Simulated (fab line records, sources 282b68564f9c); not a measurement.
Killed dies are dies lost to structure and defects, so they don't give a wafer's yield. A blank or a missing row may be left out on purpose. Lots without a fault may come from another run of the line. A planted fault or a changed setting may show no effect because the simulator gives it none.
One fault seen from 2 desks | flow rit_cmos | each desk has only its own numbers; what lay behind them comes last

THE TOOL OWNER'S DESK: implanter-04
The tool's own readings at RIT_PWELL_IMPLANT_08: means of the sampled wafers that have a number, for each lot that ran on this tool. A lot is out of limits, marked OUT, if its mean lies more than 4 standard deviations from the usual mean; the brackets give that distance.
Columns: A = beam_energy_keV at RIT_PWELL_IMPLANT_08, usual 169.99
lot  | first seen here | A
L796 | day 1 22:36     | 169.97
L797 | day 2 03:47     | 169.91
L802 | day 3 04:14     | 170.00
L807 | day 4 05:28     | 190.56 (+99 or more) OUT
L809 | day 4 15:43     | 190.60 (+99 or more) OUT
This desk's finding: out of limits on L807, L809; first on L807, day 4 05:28 (beam_energy_keV at RIT_PWELL_IMPLANT_08). In limits: L796, L797, L802.

THE METROLOGY DESK
What the gauges read, lot by lot, whatever tool the lot ran on: means of the sampled wafers that have a number. A lot is out of limits, marked OUT, if its mean lies more than 4 standard deviations from the usual mean; the brackets give that distance.
Columns: A = PWELL_RS at RIT_WELLDRIVE_RS_MEAS_02, usual 429.0 ohm/sq
lot  | first seen here | A
L796 | day 2 04:11     | 428.9
L797 | day 2 09:22     | 429.2
L798 | day 2 14:43     | 428.5
L799 | day 2 20:05     | 430.1
L800 | day 3 00:17     | 429.7
L801 | day 3 05:07     | 429.0
L802 | day 3 09:49     | 430.4
L807 | day 4 11:38     | 422.0 (-5.8) OUT
L809 | day 4 21:57     | 422.3 (-5.6) OUT
L813 | day 5 19:01     | 428.9
L816 | day 6 09:17     | 429.8
L817 | day 6 13:40     | 428.5
L818 | day 6 18:55     | 429.8
L819 | day 7 00:22     | 428.0
This desk's finding: out of limits on L807, L809; first on L807, day 4 11:38 (PWELL_RS at RIT_WELLDRIVE_RS_MEAS_02). In limits: L796, L797, L798, L799, L800, L801, L802, L813, L816, L817, L818, L819.

PUT TOGETHER
The tool owner's desk could have raised an alarm at day 4 05:28, on L807, L809.
The metrology desk could have raised an alarm at day 4 11:38, on L807, L809.
Of the lots named, all ran RIT_PWELL_IMPLANT_08 on implanter-04.

WHAT THE SIMULATOR HAD PUT IN
Process parameter drift: implanter-04, from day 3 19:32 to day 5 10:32, at RIT_PWELL_IMPLANT_08. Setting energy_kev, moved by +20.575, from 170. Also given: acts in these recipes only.
Lots struck among those shown: L807, L809.
Hours from the fault's start to each desk's first reading out of limits: the tool owner's desk, 10; the metrology desk, 16.
